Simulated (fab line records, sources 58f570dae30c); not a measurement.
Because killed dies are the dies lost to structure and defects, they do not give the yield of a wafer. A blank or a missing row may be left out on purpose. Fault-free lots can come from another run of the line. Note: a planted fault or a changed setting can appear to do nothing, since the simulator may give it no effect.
Which tool is to blame? ; flow berkeley_cmos170 ; 42 wafers from 14 lots sampled at 3 of the route's 331 steps

== WHAT EACH GAUGE READ, for each wafer ==
UCB170_PSD_OVL_MEAS_07.
lot;measured;on;PSD_OVL (nm)
L146;day 8 07:19;overlay-01;4 5 15
L144;day 8 07:44;overlay-02;-5 2 -4
L154;day 9 16:07;overlay-02;3 0 0
L155;day 10 09:18;overlay-02;4 -2 5
L156;day 10 16:58;overlay-02;-6 -4 -5
L159;day 10 22:27;overlay-01;0 4 -3
L157;day 10 22:43;overlay-02;4 3 1
L158;day 10 22:48;overlay-01;-8 -4 -8
L161;day 11 08:47;overlay-01;-4 -7 -1
L160;day 11 08:49;overlay-02;6 1 1
L163;day 12 08:20;overlay-02;-6 -4 0
L162;day 12 08:16;overlay-01;-8 0 -7
L164;day 12 08:33;overlay-01;-12 -2 -4
L165;day 12 12:59;overlay-02;-9 -2 1

UCB170_M2_OVL_MEAS_16.
lot;measured;on;M2_OVL (nm)
L146;day 9 04:22;overlay-02;2 8 8
L144;day 9 05:18;overlay-01;-11 -7 -5
L154;day 10 09:38;overlay-02;-3 3 -4
L155;day 11 05:31;overlay-01;-3 -3 5
L156;day 11 10:12;overlay-01;-1 0 -7
L159;day 11 16:58;overlay-02;6 5 -1
L157;day 11 19:59;overlay-01;6 3 3
L158;day 11 20:11;overlay-02;2 3 5
L161;day 12 03:06;overlay-02;4 6 8
L160;day 12 04:32;overlay-02;11 7 12
L163;day 13 04:17;overlay-02;8 1 3
L162;day 13 02:39;overlay-01;10 8 8
L164;day 13 04:34;overlay-01;10 -2 5
L165;day 13 10:50;overlay-02;-1 0 -1

== EACH LOT AND THE TOOL THAT RAN IT (in order: tool; ch and the chambers of the sampled wafers; start) ==
lot;UCB170_PVT_PEB_04
L146;litho_track-02, day 7 02:43
L144;litho_track-02, day 7 02:59
L154;litho_track-01 ch 0, day 8 14:47
L155;litho_track-04 ch 0, day 9 04:10
L156;litho_track-04 ch 0, day 9 10:44
L159;litho_track-04 ch 0, day 9 19:30
L157;litho_track-04 ch 0, day 9 21:04
L158;litho_track-02 ch 0, day 9 21:34
L161;litho_track-02 ch 0, day 10 04:18
L160;litho_track-04 ch 0, day 10 04:28
L163;litho_track-01 ch 0, day 10 23:32
L162;litho_track-04 ch 0, day 10 23:47
L164;litho_track-04 ch 0, day 11 00:05
L165;litho_track-02 ch 0, day 11 11:22
- UCB170_PVT_PEB_04

== AS READ BY THE TOOLS THEMSELVES (means over the sampled wafers that have a number; for cases with no such wafer, the mark the record gives instead) ==
UCB170_PVT_PEB_04.
lot;tool;chill_plate_temp_C (C);exhaust_pa (Pa)
L146;litho_track-02;-;-
L144;litho_track-02;-;-
L154;litho_track-01;23.15;45.4
L155;litho_track-04;23.01;44.6
L156;litho_track-04;22.94;46.4
L159;litho_track-04;23.05;45.2
L157;litho_track-04;22.94;45.1
L158;litho_track-02;22.92;44.4
L161;litho_track-02;22.97;45.7
L160;litho_track-04;23.12;46.8
L163;litho_track-01;22.86;45.0
L162;litho_track-04;22.93;45.3
L164;litho_track-04;23.16;44.2
L165;litho_track-02;23.06;45.0

== THE ANSWER, worked out from the rows above alone ==
Rule: the usual values come from the lots themselves. The widest of any qualifying gaps counts: lots, ordered by their means at a reading, are off when they make up no more than a third of the lots, leave a main group of 4 or more, and stand apart from it by 3 or more times the standard deviation of that group's means. A main group is skipped when, at the precision printed for the reading in the tables above, its means are all equal. A lot without any number at a reading at which 4 lots or more have one is off too. Where the step has rows for the other lots, those lots are counted as sound. The gauges are gone through in route order, then the tools' own readings, and for those a lot's mean is taken as printed above. At the first step where some lot is off, the reading lying furthest off is the one used; lots without a number count as furthest.
Off: L146, L144, at UCB170_PVT_PEB_04 (chill_plate_temp_C). Without a number there: L146, L144. Main group: mean 23.01 C, sd 0.094.
A tool fits if, at that step or a process step before it, it ran every lot that is off, and no sound lot after the first of them. None of those tried fits.

== WHAT THE SIMULATOR HAD INSERTED ==
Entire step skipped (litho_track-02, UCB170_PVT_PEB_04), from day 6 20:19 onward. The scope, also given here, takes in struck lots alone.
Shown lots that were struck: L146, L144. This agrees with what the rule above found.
